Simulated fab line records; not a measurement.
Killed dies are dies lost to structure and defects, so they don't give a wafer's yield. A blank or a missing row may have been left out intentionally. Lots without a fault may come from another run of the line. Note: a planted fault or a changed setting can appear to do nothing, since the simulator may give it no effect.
8D (eight disciplines) problem report, filled in by code -- flow berkeley_cmos170 -- the parts of the form that need people (team, actions taken, sign-off) are left out

## 1. WHAT WENT WRONG
Wafers without a fault read 1499.9 rpm, standard deviation 1.1; spin_speed_rpm at UCB170_V2_COAT_07 reads a mean of 1441.5 rpm on 6 wafers belonging to 2 lots. Measured from the usual mean, that is -53 standard deviations.
The step: resist thk 900 nm.
First seen on wafer L786.1, day 10 19:05, on litho_track-04. At this step, 42 wafers from 14 lots have a number in the record. Rule for "out" (also "out of limits"): further than 4 standard deviations from the usual mean. The rest of the wafers with a number are treated as sound.

## 2. WHAT IT IS; WHAT IT IS NOT
question,is,is not
which readings at this step,spin_speed_rpm,resist_line_temp_C
which lots,"L786, L787","L771, L772, L773, L774, L775, L777, L783, L785, L789, L791, L792, L793"
which wafers of those lots,all that have a number,-
read on which tools,litho_track-04,"litho_track-01, litho_track-03"
when,from day 10 19:05,"up to then (24 sound wafers); but 12 sound wafers of L789, L791, L792, L793 came after"

## 3. SUSPECTS, AND WHAT RULES EACH OUT
Counting: a tool at any process step up to the reading remains a suspect when it ran all the lots that are out and ran no sound lot after the first of those.
- litho_track-04 at UCB170_V2_COAT_07 (resist thk 900 nm): kept. Every lot that is out went through it, starting with L786 (day 10 19:05), and after that it ran no sound lot; the last sound lot it ran before then is L777 (day 8 09:50). On those wafers its own readings are out: spin_speed_rpm.
Left after counting: litho_track-04 at UCB170_V2_COAT_07.

## 4. THE CAUSE (what the simulator had put in)
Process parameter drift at UCB170_V2_COAT_07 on litho_track-04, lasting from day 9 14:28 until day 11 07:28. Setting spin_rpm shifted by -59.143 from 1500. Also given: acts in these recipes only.
Only this tool survived the counting.

## 5. THE EFFECT CHAIN, in route order
Rows list readings where the struck wafers' mean (over those with a number) sits beyond 3 standard deviations from the usual. Only readings for which the record gives a usual standard deviation are gone through. hours: the time from each lot's start at the first step in this table that gives one to its start at this step, as a median over the lots. sigmas: the change in usual standard deviations.
hours,step,reading,usual,on struck wafers,change,sigmas
0,UCB170_V2_COAT_07,spin_speed_rpm,1499.9 rpm,1441.5,-58.4,-53
1,UCB170_V2_STRIP_15,strip_time_to_endpoint_s,15.32 s,15.76,+0.44,+4.0
The process steps in it:
- UCB170_V2_COAT_07: resist thk 900 nm.
- UCB170_V2_STRIP_15: strips in O2.

## 6. WHAT WOULD HAVE CAUGHT IT SOONER
29 hours passed between the start of the fault at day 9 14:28 and the first reading out of limits in this record, taken at day 10 19:05.
